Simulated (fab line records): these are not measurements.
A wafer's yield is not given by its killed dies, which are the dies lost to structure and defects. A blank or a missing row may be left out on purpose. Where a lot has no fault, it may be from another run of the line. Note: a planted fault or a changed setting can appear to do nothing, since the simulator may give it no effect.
Problem report in the 8D (eight disciplines) form, filled by code | flow berkeley_cmos170 | the parts of the form that need people (team, actions taken, sign-off) are left out

== 1. WHAT WENT WRONG ==
SILICIDE_TI_RS at UCB170_SILICIDE_RS_MEAS_02 reads a mean of 29.0 ohm/sq on 1 wafer of 1 lot; wafers without a fault read 26.0 ohm/sq with a standard deviation of 0.37. That puts it +8.1 standard deviations away from the usual mean.
The step: measures by four-point-probe.
Seen first at day 10 10:59 on film_metro-03, wafer L559.2. At this step, 39 wafers from 13 lots have a number in the record. Rule for "out" (also "out of limits"): further than 4 standard deviations from the usual mean. The rest of the wafers with a number are treated as sound.

== 2. WHAT IT IS, AND WHAT IT ISN'T ==
question                    | is                | is not
which readings at this step | SILICIDE_TI_RS    | -
which lots                  | L559              | L543, L544, L545, L546, L547, L548, L549, L551, L552, L553, L555, L560
which wafers of those lots  | L559.2            | L559.1, L559.5
read on which gauges        | film_metro-03     | film_metro-04
when                        | from day 10 10:59 | up to then (38 sound wafers)

== 3. SUSPECTS, AND WHAT RULES EACH OUT ==
Counting: a tool at a process step up to the reading stays a suspect if it ran every lot that is out. Sound lots after the first of them don't rule it out here, since some wafers of a struck lot are sound.
- the gauge at UCB170_SILICIDE_RS_MEAS_02: kept. All the wafers that are out were read on film_metro-03, and no step on other tools shows them out.
- pvd_sputter-03 at UCB170_SILICIDE_SPUTTER_01 (material Ti, target thk 30 nm, time 25 s): kept. It processed L559, the lot that is out, at day 10 10:57, and its most recent sound lot before then was L548 at day 8 08:47.
After counting, pvd_sputter-03 at UCB170_SILICIDE_SPUTTER_01 and film_metro-03 at UCB170_SILICIDE_RS_MEAS_02 remain.

== 4. THE CAUSE (what the simulator had put in) ==
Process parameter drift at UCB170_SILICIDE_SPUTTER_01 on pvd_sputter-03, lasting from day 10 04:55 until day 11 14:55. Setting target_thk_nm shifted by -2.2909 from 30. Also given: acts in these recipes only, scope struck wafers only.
Counting leaves 2 suspects; this tool is one of them.

== 5. THE EFFECT CHAIN, in route order ==
Each row: a reading where the mean over the struck wafers with a number is more than 3 standard deviations away from the usual. Only readings for which the record gives a usual standard deviation are gone through. hours: the time from each lot's start at the first step in this table that gives one to its start at this step, as a median over the lots. sigmas: the change in usual standard deviations.
hours | step                        | reading         | usual       | on struck wafers | change | sigmas
0     | UCB170_SILICIDE_RS_MEAS_02  | SILICIDE_TI_RS  | 26.0 ohm/sq | 29.0             | +3.0   | +8.1
0     | UCB170_SILICIDE_THK_MEAS_03 | SILICIDE_TI_THK | 29.9 nm     | 27.4             | -2.5   | -7.1

== 6. WHAT WOULD HAVE CAUGHT IT SOONER ==
In this record the first reading out of limits at a measuring or inspecting step was taken at day 10 10:59, 6 hours after the fault began at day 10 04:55.
An alarm limit of 4 standard deviations would not have fired on the tool readings at UCB170_SILICIDE_SPUTTER_01 for which the record gives a usual standard deviation, since none of them was out on any struck wafer.
Lots out: 1; all had begun UCB170_SILICIDE_SPUTTER_01 on pvd_sputter-03 by day 10 10:59. Had the tool been put on hold then, not one of them would have been saved.
